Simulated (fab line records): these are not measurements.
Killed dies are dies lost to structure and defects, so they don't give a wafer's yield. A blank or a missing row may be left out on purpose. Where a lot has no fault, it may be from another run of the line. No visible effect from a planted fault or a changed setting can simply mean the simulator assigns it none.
Which tool did it? :: flow berkeley_cmos170 :: 41 wafers from 14 lots sampled at 4 of the route's 331 steps

== WHAT EACH GAUGE READ, for each wafer ==
UCB170_V2_OVL_MEAS_13.
lot: L309
measured: day 9 20:12
on: overlay-01
V2_OVL (nm): 1 -6 -7

lot: L310
measured: day 9 21:10
on: overlay-01
V2_OVL (nm): -8 1

lot: L307
measured: day 9 19:53
on: overlay-02
V2_OVL (nm): -7 -6 6

lot: L312
measured: day 9 20:46
on: overlay-01
V2_OVL (nm): -5 0 -11

lot: L311
measured: day 9 20:26
on: overlay-02
V2_OVL (nm): 1 4 2

lot: L320
measured: day 11 02:13
on: overlay-02
V2_OVL (nm): -12 -2 0

lot: L316
measured: day 11 02:02
on: overlay-01
V2_OVL (nm): -3 -4 -5

lot: L323
measured: day 12 13:08
on: overlay-01
V2_OVL (nm): 0 3 6

lot: L324
measured: day 12 08:41
on: overlay-02
V2_OVL (nm): 8 5 8

lot: L325
measured: day 12 12:44
on: overlay-02
V2_OVL (nm): -6 0 -7

lot: L327
measured: day 12 12:30
on: overlay-01
V2_OVL (nm): 7 5 7

lot: L330
measured: day 13 10:08
on: overlay-02
V2_OVL (nm): -12 -13 -8

lot: L329
measured: day 13 08:52
on: overlay-02
V2_OVL (nm): -6 -5 -2

lot: L328
measured: day 13 10:36
on: overlay-02
V2_OVL (nm): 4 -2 -6

UCB170_M3_BOW_MEAS_20.
lot: L309
measured: day 10 00:18
on: film_metro-04
M3_BOW (um): 36 43 34

lot: L310
measured: day 10 02:19
on: film_metro-04
M3_BOW (um): 37 40

lot: L307
measured: day 10 00:00
on: film_metro-03
M3_BOW (um): 30 40 36

lot: L312
measured: day 10 01:25
on: film_metro-01
M3_BOW (um): 26 44 25

lot: L311
measured: day 10 00:34
on: film_metro-01
M3_BOW (um): 26 36 34

lot: L320
measured: day 11 06:14
on: film_metro-03
M3_BOW (um): 39 29 36

lot: L316
measured: day 11 05:35
on: film_metro-04
M3_BOW (um): 36 38 47

lot: L323
measured: day 12 17:00
on: film_metro-04
M3_BOW (um): 24 36 30

lot: L324
measured: day 12 13:43
on: film_metro-04
M3_BOW (um): 35 41 30

lot: L325
measured: day 12 16:22
on: film_metro-01
M3_BOW (um): 39 40 33

lot: L327
measured: day 12 16:11
on: film_metro-01
M3_BOW (um): 42 45 38

lot: L330
measured: day 13 13:17
on: film_metro-04
M3_BOW (um): 39 39 41

lot: L329
measured: day 13 12:17
on: film_metro-04
M3_BOW (um): 30 31 48

lot: L328
measured: day 13 13:52
on: film_metro-01
M3_BOW (um): 42 41 32

== WHAT TOOL EACH LOT RAN ON (gives the tool, then ch and the chambers of the sampled wafers, and finally the start) ==
lot: L309
UCB170_GATE_ETCH_15: rie_si-01 ch 0,3, day 7 22:45
UCB170_M3_ETCH_17: rie_diel-01 ch 0,2,3, day 9 23:47

lot: L310
UCB170_GATE_ETCH_15: rie_si-02 ch 2,3, day 8 02:33
UCB170_M3_ETCH_17: rie_diel-01 ch 1,3, day 10 01:44

lot: L307
UCB170_GATE_ETCH_15: rie_si-02 ch 1,3, day 8 02:48
UCB170_M3_ETCH_17: rie_diel-03 ch 1,2, day 9 23:28

lot: L312
UCB170_GATE_ETCH_15: rie_si-01 ch 1,2,3, day 8 03:02
UCB170_M3_ETCH_17: rie_diel-03 ch 2,3, day 10 00:55

lot: L311
UCB170_GATE_ETCH_15: rie_si-02 ch 1,2,3, day 8 03:10
UCB170_M3_ETCH_17: rie_diel-01 ch 0,2,3, day 10 00:07

lot: L320
UCB170_GATE_ETCH_15: rie_si-02 ch 1,2, day 9 08:36
UCB170_M3_ETCH_17: rie_diel-03 ch 0,1, day 11 05:47

lot: L316
UCB170_GATE_ETCH_15: rie_si-01 ch 0,1,2, day 9 08:43
UCB170_M3_ETCH_17: rie_diel-01 ch 0,1,3, day 11 04:56

lot: L323
UCB170_GATE_ETCH_15: rie_si-02 ch 1,2, day 10 20:58
UCB170_M3_ETCH_17: rie_diel-04 ch 0,3, day 12 16:32

lot: L324
UCB170_GATE_ETCH_15: rie_si-01 ch 1,3, day 10 21:14
UCB170_M3_ETCH_17: rie_diel-04 ch 0,1, day 12 13:05

lot: L325
UCB170_GATE_ETCH_15: rie_si-02 ch 1,2, day 10 21:26
UCB170_M3_ETCH_17: rie_diel-03 ch 0,1,3, day 12 15:55

lot: L327
UCB170_GATE_ETCH_15: rie_si-01 ch 2,3, day 10 21:41
UCB170_M3_ETCH_17: rie_diel-04 ch 1,3, day 12 15:38

lot: L330
UCB170_GATE_ETCH_15: rie_si-01 ch 1,2, day 11 22:16
UCB170_M3_ETCH_17: rie_diel-04 ch 1,2, day 13 12:49

lot: L329
UCB170_GATE_ETCH_15: rie_si-02 ch 0,1,3, day 11 22:47
UCB170_M3_ETCH_17: rie_diel-03 ch 1,2,3, day 13 11:48

lot: L328
UCB170_GATE_ETCH_15: rie_si-01 ch 0,1, day 11 22:59
UCB170_M3_ETCH_17: rie_diel-03 ch 1,3, day 13 13:25
- UCB170_GATE_ETCH_15: etches poly-Si in HBr/Cl2, stops on SiO2, time 56.3 s, target depth 278.2 nm.
- UCB170_M3_ETCH_17: etches BARC in N2/H2.

== WHAT THE TOOLS THEMSELVES READ (means of the sampled wafers that have a number; where no wafer has one, the mark that the record gives instead) ==
UCB170_GATE_ETCH_15.
lot: L309
tool: rie_si-01
drypump_motor_current_A (A): 5.8
oes_product_au (a.u.): 0.825
rf_fwd_power_W (W): 296.4
throttle_valve_pct (%): 26.34

lot: L310
tool: rie_si-02
drypump_motor_current_A (A): 5.5
oes_product_au (a.u.): 0.838
rf_fwd_power_W (W): 295.6
throttle_valve_pct (%): 26.25

lot: L307
tool: rie_si-02
drypump_motor_current_A (A): 5.6
oes_product_au (a.u.): 0.837
rf_fwd_power_W (W): 297.5
throttle_valve_pct (%): 26.57

lot: L312
tool: rie_si-01
drypump_motor_current_A (A): 5.2
oes_product_au (a.u.): 0.841
rf_fwd_power_W (W): 295.6
throttle_valve_pct (%): 26.32

lot: L311
tool: rie_si-02
drypump_motor_current_A (A): 5.6
oes_product_au (a.u.): 0.845
rf_fwd_power_W (W): 296.4
throttle_valve_pct (%): 26.31

lot: L320
tool: rie_si-02
drypump_motor_current_A (A): 5.7
oes_product_au (a.u.): 0.859
rf_fwd_power_W (W): 296.5
throttle_valve_pct (%): 26.23

lot: L316
tool: rie_si-01
drypump_motor_current_A (A): 5.6
oes_product_au (a.u.): 0.842
rf_fwd_power_W (W): 297.9
throttle_valve_pct (%): 26.42

lot: L323
tool: rie_si-02
drypump_motor_current_A (A): 5.7
oes_product_au (a.u.): 0.856
rf_fwd_power_W (W): 297.4
throttle_valve_pct (%): 26.22

lot: L324
tool: rie_si-01
drypump_motor_current_A (A): 4.8
oes_product_au (a.u.): 0.860
rf_fwd_power_W (W): 297.5
throttle_valve_pct (%): 26.37

lot: L325
tool: rie_si-02
drypump_motor_current_A (A): 5.6
oes_product_au (a.u.): 0.844
rf_fwd_power_W (W): 296.2
throttle_valve_pct (%): 26.04

lot: L327
tool: rie_si-01
drypump_motor_current_A (A): 5.2
oes_product_au (a.u.): 0.845
rf_fwd_power_W (W): 295.6
throttle_valve_pct (%): 26.24

lot: L330
tool: rie_si-01
drypump_motor_current_A (A): 5.1
oes_product_au (a.u.): 0.854
rf_fwd_power_W (W): 297.9
throttle_valve_pct (%): 26.44

lot: L329
tool: rie_si-02
drypump_motor_current_A (A): 6.0
oes_product_au (a.u.): 0.856
rf_fwd_power_W (W): 297.9
throttle_valve_pct (%): 26.53

lot: L328
tool: rie_si-01
drypump_motor_current_A (A): 5.8
oes_product_au (a.u.): 0.832
rf_fwd_power_W (W): 296.9
throttle_valve_pct (%): 26.45

UCB170_M3_ETCH_17.
lot: L309
tool: rie_diel-01
drypump_motor_current_A (A): 5.4
n2_flow_sccm (sccm): 100.1
oes_product_au (a.u.): 1.017
rf_fwd_power_W (W): 494.5
throttle_valve_pct (%): 13.32

lot: L310
tool: rie_diel-01
drypump_motor_current_A (A): 5.7
n2_flow_sccm (sccm): 99.8
oes_product_au (a.u.): 1.095
rf_fwd_power_W (W): 575.1
throttle_valve_pct (%): 13.41

lot: L307
tool: rie_diel-03
drypump_motor_current_A (A): 6.2
n2_flow_sccm (sccm): 99.9
oes_product_au (a.u.): 0.999
rf_fwd_power_W (W): 493.7
throttle_valve_pct (%): 13.20

lot: L312
tool: rie_diel-03
drypump_motor_current_A (A): 5.7
n2_flow_sccm (sccm): 100.1
oes_product_au (a.u.): 1.018
rf_fwd_power_W (W): 496.2
throttle_valve_pct (%): 13.33

lot: L311
tool: rie_diel-01
drypump_motor_current_A (A): 5.4
n2_flow_sccm (sccm): 100.4
oes_product_au (a.u.): 1.019
rf_fwd_power_W (W): 495.9
throttle_valve_pct (%): 13.33

lot: L320
tool: rie_diel-03
drypump_motor_current_A (A): 6.3
n2_flow_sccm (sccm): 100.2
oes_product_au (a.u.): 1.005
rf_fwd_power_W (W): 496.1
throttle_valve_pct (%): 13.20

lot: L316
tool: rie_diel-01
drypump_motor_current_A (A): 5.7
n2_flow_sccm (sccm): 100.4
oes_product_au (a.u.): 1.097
rf_fwd_power_W (W): 575.2
throttle_valve_pct (%): 13.29

lot: L323
tool: rie_diel-04
drypump_motor_current_A (A): 5.2
n2_flow_sccm (sccm): 99.8
oes_product_au (a.u.): 1.056
rf_fwd_power_W (W): 493.9
throttle_valve_pct (%): 13.16

lot: L324
tool: rie_diel-04
drypump_motor_current_A (A): 6.1
n2_flow_sccm (sccm): 100.1
oes_product_au (a.u.): 1.023
rf_fwd_power_W (W): 497.6
throttle_valve_pct (%): 13.02

lot: L325
tool: rie_diel-03
drypump_motor_current_A (A): 6.1
n2_flow_sccm (sccm): 100.2
oes_product_au (a.u.): 1.011
rf_fwd_power_W (W): 496.1
throttle_valve_pct (%): 13.26

lot: L327
tool: rie_diel-04
drypump_motor_current_A (A): 5.6
n2_flow_sccm (sccm): 99.7
oes_product_au (a.u.): 1.023
rf_fwd_power_W (W): 494.2
throttle_valve_pct (%): 13.07

lot: L330
tool: rie_diel-04
drypump_motor_current_A (A): 6.0
n2_flow_sccm (sccm): 99.9
oes_product_au (a.u.): 1.014
rf_fwd_power_W (W): 494.3
throttle_valve_pct (%): 13.16

lot: L329
tool: rie_diel-03
drypump_motor_current_A (A): 6.0
n2_flow_sccm (sccm): 100.1
oes_product_au (a.u.): 1.014
rf_fwd_power_W (W): 495.6
throttle_valve_pct (%): 13.28

lot: L328
tool: rie_diel-03
drypump_motor_current_A (A): 6.3
n2_flow_sccm (sccm): 99.7
oes_product_au (a.u.): 1.001
rf_fwd_power_W (W): 495.7
throttle_valve_pct (%): 13.11

== THE ANSWER, worked out from the rows above alone ==
Rule: the lots themselves supply what counts as usual. Put in order of their means at a reading, lots are off if they are a third of the lots or fewer, leave a main group of 4 or more, and stand apart from it by a gap of 3 or more times the standard deviation of the main group's means; of several such gaps the widest counts. The tables above print the reading to a certain number of digits; a main group whose means all agree to those digits is not used. Also off: a lot with no number at a reading for which 4 or more lots have one. All remaining lots with rows at the step are treated as sound. After the gauges, taken in route order, come the tools' own readings; for these a lot's mean is taken, as printed above. The first step at which some lot is off is used, and at that step the reading that is off furthest; a lot without a number counts as furthest.
Off: L310, L316 (UCB170_M3_ETCH_17, rf_fwd_power_W). Mean 495.3 W and standard deviation 1.1 in the main group.
A tool fits if, at that step or a process step before it, it ran every lot that is off, and no sound lot after the first of them. One fits: UCB170_M3_ETCH_17 on rie_diel-01. Its last sound lot is L311 (day 10 00:07), its first lot that is off L310 (day 10 01:44): a fault that began between those two fits.
The tool's own readings at UCB170_M3_ETCH_17 bear it out: on the lots that are off they differ by more than 5 times the standard deviation of the sound lots' means. oes_product_au reads 1.096 a.u. there against 1.017 a.u. on the sound lots; rf_fwd_power_W reads 575.2 W there against 495.3 W on the sound lots.

== WHAT THE SIMULATOR HAD INSERTED ==
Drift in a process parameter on rie_diel-01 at UCB170_M3_ETCH_17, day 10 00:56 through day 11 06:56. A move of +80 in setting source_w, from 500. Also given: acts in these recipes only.
Struck lots among those shown: L310, L316. Same finding as the rule above.
